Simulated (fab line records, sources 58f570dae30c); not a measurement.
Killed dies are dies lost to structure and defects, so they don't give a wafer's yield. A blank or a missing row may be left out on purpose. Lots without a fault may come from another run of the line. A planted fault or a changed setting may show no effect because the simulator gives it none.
A sampling plan put to the test | flow berkeley_cmos170 | one fab line, 28 faults that these records tell of, each judged on the records of the lots that it struck
The plan is the line's own looks: the steps of the route at which a gauge or an inspection reads the wafer and doesn't change it. A look can be judged if struck wafers have a number there and the file gives its usual mean and standard deviation on fault-free wafers. Caught: at a look after the fault's first step, the mean of the struck wafers lies 4 or more of those standard deviations (sigma) from the usual mean. On the tool: the same test on the tool's own readings at the fault's steps. Another recipe on the struck wafers, or a record that is blank for them alone, also counts as caught.

THE FAULTS, as the simulator had put them in
1. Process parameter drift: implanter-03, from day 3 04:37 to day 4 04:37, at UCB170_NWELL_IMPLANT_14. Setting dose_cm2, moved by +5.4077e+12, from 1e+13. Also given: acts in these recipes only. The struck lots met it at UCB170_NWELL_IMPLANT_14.
2. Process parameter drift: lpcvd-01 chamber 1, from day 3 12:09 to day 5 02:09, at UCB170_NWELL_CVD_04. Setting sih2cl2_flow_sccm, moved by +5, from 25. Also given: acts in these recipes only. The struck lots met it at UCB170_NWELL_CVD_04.
3. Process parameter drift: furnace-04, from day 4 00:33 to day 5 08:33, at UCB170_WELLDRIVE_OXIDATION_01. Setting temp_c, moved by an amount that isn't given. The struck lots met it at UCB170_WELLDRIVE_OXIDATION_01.
4. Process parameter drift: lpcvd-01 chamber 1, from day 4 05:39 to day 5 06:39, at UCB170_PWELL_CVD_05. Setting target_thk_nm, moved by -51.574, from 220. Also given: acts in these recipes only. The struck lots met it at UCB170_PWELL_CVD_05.
5. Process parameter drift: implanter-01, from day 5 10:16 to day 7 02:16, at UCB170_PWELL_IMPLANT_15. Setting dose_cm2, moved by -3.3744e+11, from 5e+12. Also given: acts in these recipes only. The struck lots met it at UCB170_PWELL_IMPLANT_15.
6. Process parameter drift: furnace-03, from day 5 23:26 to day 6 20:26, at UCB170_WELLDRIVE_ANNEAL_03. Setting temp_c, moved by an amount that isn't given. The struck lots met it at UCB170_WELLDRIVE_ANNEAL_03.
7. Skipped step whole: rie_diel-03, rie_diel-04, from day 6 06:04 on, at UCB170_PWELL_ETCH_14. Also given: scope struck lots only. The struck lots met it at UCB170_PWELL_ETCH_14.
8. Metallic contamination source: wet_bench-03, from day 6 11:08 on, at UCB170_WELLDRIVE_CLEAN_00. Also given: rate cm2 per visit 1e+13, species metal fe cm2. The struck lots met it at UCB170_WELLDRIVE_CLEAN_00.
9. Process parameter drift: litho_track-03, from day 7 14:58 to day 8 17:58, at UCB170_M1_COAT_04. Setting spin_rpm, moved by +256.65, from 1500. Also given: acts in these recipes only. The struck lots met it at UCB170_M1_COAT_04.
10. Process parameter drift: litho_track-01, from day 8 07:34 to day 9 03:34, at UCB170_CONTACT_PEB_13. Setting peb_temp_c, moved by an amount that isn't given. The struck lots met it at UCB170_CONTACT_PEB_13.
11. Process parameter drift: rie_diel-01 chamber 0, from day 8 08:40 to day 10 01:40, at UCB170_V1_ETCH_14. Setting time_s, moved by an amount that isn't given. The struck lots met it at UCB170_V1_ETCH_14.
12. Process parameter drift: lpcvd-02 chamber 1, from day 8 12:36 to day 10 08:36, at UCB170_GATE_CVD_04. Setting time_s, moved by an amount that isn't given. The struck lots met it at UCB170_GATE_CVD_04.
13. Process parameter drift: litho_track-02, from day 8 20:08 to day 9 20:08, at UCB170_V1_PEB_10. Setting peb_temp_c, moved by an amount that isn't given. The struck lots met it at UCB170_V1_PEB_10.
14. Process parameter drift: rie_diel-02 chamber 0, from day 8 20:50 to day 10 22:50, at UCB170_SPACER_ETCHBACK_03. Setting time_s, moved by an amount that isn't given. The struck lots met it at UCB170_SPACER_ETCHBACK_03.
15. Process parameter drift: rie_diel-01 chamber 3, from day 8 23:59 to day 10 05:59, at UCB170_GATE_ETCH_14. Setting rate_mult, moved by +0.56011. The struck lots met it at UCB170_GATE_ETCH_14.
16. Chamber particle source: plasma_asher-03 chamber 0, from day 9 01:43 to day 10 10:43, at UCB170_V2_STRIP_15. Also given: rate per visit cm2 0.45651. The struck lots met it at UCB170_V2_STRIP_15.
17. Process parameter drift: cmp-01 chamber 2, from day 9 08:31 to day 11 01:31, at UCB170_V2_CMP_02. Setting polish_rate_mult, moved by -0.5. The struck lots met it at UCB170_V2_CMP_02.
18. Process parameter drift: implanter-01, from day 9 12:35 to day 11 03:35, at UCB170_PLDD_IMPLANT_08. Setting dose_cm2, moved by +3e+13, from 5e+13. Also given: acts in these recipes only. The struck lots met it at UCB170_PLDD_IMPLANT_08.
19. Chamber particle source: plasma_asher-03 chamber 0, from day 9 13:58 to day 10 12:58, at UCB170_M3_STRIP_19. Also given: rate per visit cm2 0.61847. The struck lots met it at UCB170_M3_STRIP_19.
20. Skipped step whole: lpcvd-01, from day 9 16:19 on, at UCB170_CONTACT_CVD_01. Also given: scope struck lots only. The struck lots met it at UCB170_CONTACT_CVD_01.
21. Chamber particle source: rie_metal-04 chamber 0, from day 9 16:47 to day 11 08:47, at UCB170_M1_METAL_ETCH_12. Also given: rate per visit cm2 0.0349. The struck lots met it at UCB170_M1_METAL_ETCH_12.
22. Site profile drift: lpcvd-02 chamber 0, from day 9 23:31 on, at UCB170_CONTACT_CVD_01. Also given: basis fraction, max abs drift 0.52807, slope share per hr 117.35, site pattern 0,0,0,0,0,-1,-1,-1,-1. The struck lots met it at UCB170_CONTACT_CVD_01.
23. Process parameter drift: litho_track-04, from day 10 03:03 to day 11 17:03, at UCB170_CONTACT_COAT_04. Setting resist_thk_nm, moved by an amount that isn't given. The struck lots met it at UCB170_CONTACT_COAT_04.
24. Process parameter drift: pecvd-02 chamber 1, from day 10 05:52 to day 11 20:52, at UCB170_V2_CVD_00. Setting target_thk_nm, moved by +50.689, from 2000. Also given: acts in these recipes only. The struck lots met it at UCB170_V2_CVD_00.
25. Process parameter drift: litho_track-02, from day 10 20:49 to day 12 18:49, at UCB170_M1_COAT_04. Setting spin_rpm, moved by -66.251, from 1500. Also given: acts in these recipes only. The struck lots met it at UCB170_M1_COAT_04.
26. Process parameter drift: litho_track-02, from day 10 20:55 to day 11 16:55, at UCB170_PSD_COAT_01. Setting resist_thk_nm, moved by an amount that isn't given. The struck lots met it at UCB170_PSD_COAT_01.
27. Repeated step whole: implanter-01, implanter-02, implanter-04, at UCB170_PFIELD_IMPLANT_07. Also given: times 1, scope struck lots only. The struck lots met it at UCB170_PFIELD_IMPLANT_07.
28. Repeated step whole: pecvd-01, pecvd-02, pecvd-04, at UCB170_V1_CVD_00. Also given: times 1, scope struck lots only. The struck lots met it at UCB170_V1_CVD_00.

WHAT THE PLAN SAW
fault | on the tool itself                               | first look that catches it                      | reading, sigma                                       | median hours from its first step to that look | hours from the fault's start to the first struck lot there | judged looks passed uncaught
1     | dose_ions_cm2 +99 or beyond sigma                | UCB170_NWELL_TW_MEAS_16                         | NWELL_TW +15                                         | 0.2                                           | 3                                                          | 0
2     | sih2cl2_flow_sccm +59 sigma                      | UCB170_NWELL_THK_MEAS_05                        | NWELL_NITRIDE_THK +6.5                               | 1.9                                           | 10                                                         | 0
3     | tube_center_temp_C -99 or beyond sigma           | UCB170_WELLDRIVE_THK_MEAS_02                    | WELLDRIVE_OXIDE_THK -5.8                             | 3.5                                           | 8                                                          | 0
4     | no reading that can be judged                    | UCB170_PWELL_THK_MEAS_06                        | PWELL_NITRIDE_THK -29                                | 1.9                                           | 14                                                         | 0
5     | dose_ions_cm2 -63 sigma                          | none of the 3 looks that can be judged after it | strongest: PWELL_TW at UCB170_PWELL_TW_MEAS_17, -3.6 | -                                             | -                                                          | 3
6     | tube_center_temp_C +99 or beyond sigma           | no look after it can be judged                  | -                                                    | -                                             | -                                                          | 0
7     | the tool's record is blank for the struck wafers | no look after it can be judged                  | -                                                    | -                                             | -                                                          | 0
8     | under 2 sigma                                    | none of the 6 looks that can be judged after it | -                                                    | -                                             | -                                                          | 6
9     | spin_speed_rpm +99 or beyond sigma               | none of the 2 looks that can be judged after it | -                                                    | -                                             | -                                                          | 2
10    | heater_power_total_W +27 sigma                   | UCB170_CONTACT_CD_MEAS_15                       | cd_nm +9.8                                           | 0.3                                           | 0                                                          | 0
11    | run_length_s +70 sigma                           | no look after it can be judged                  | -                                                    | -                                             | -                                                          | 0
12    | under 2 sigma                                    | UCB170_GATE_THK_MEAS_05                         | GATE_POLY_THK +44                                    | 1.4                                           | 10                                                         | 0
13    | heater_power_total_W +84 sigma                   | UCB170_V1_CD_MEAS_12                            | cd_nm +19                                            | 0.3                                           | 1                                                          | 0
14    | run_length_s -65 sigma                           | no look after it can be judged                  | -                                                    | -                                             | -                                                          | 0
15    | oes_product_au +17 sigma                         | not the one look that can be judged after it    | strongest: cd_nm at UCB170_GATE_CD_MEAS_90, -3.0     | -                                             | -                                                          | 1
16    | under 2 sigma                                    | no look after it can be judged                  | -                                                    | -                                             | -                                                          | 0
17    | under 2 sigma                                    | UCB170_V2_THK_MEAS_04                           | V2_POLISHED_THK +99 or beyond                        | 0.3                                           | 29                                                         | 0
18    | dose_ions_cm2 +99 or beyond sigma                | UCB170_PLDD_TW_MEAS_11                          | PLDD_TW +10                                          | 0.4                                           | 5                                                          | 0
19    | under 2 sigma                                    | no look after it can be judged                  | -                                                    | -                                             | -                                                          | 0
20    | the tool's record is blank for the struck wafers | no look after it can be judged                  | -                                                    | -                                             | -                                                          | 0
21    | under 2 sigma                                    | not the one look that can be judged after it    | -                                                    | -                                             | -                                                          | 1
22    | no reading that can be judged                    | UCB170_CONTACT_THK_MEAS_02                      | CONTACT_PSG_THK -20                                  | 1.8                                           | 10                                                         | 0
23    | under 2 sigma                                    | no look after it can be judged                  | -                                                    | -                                             | -                                                          | 0
24    | under 2 sigma                                    | not the one look that can be judged after it    | -                                                    | -                                             | -                                                          | 1
25    | spin_speed_rpm -65 sigma                         | none of the 2 looks that can be judged after it | -                                                    | -                                             | -                                                          | 2
26    | under 2 sigma                                    | none of the 2 looks that can be judged after it | -                                                    | -                                             | -                                                          | 2
27    | under 2 sigma                                    | UCB170_PFIELD_TW_MEAS_09                        | PFIELD_TW +23                                        | 0.6                                           | -                                                          | 0
28    | under 2 sigma                                    | UCB170_V1_THK_MEAS_01                           | V1_TEOS_THK +66                                      | 0.5                                           | -                                                          | 0
A dash: the fault isn't caught, or these records don't give the number.

Caught at a look: 12 of 28. Caught on the tool: 15 of 28. By one or the other: 21 of 28.
Caught on the tool alone: faults 5, 6, 7, 9, 11, 14, 15, 20, 25.
Caught at a look alone: faults 4, 12, 17, 22, 27, 28.
Caught by neither: faults 8, 16, 19, 21, 23, 24, 26.

THINNER SAMPLING
If the look that catches a fault measured only every second or every third lot, by lot number, the first struck lot would be measured this late in the worst case:
fault | struck lots at that look, in order of time | every lot | every second lot | every third lot
1     | L686, L688                                 | 3 h       | may miss all 2   | may miss all 2
2     | L664, L666                                 | 10 h      | may miss all 2   | may miss all 2
3     | L995, L996                                 | 8 h       | 8 h              | may miss all 2
4     | L305                                       | 14 h      | may miss it      | may miss it
10    | L783, L784                                 | 0 h       | 1 h              | may miss all 2
12    | L355                                       | 10 h      | may miss it      | may miss it
13    | L758, L759                                 | 1 h       | 18 h             | may miss all 2
17    | L702                                       | 29 h      | may miss it      | may miss it
18    | L101, L103                                 | 5 h       | may miss all 2   | may miss all 2
22    | L594, L595, L592                           | 10 h      | 14 h             | may miss all 3
Hours are from the fault's start to the first struck lot that is measured. The limit of 4 sigma was tested on all struck wafers together, so one lot alone may lie under it. Other struck lots may not be in these records.

THE LONGEST TIMED WAY FROM STEP TO LOOK
Fault 3: a median of 3.5 hours passes between UCB170_WELLDRIVE_OXIDATION_01 and UCB170_WELLDRIVE_THK_MEAS_02. No look between them can be judged.
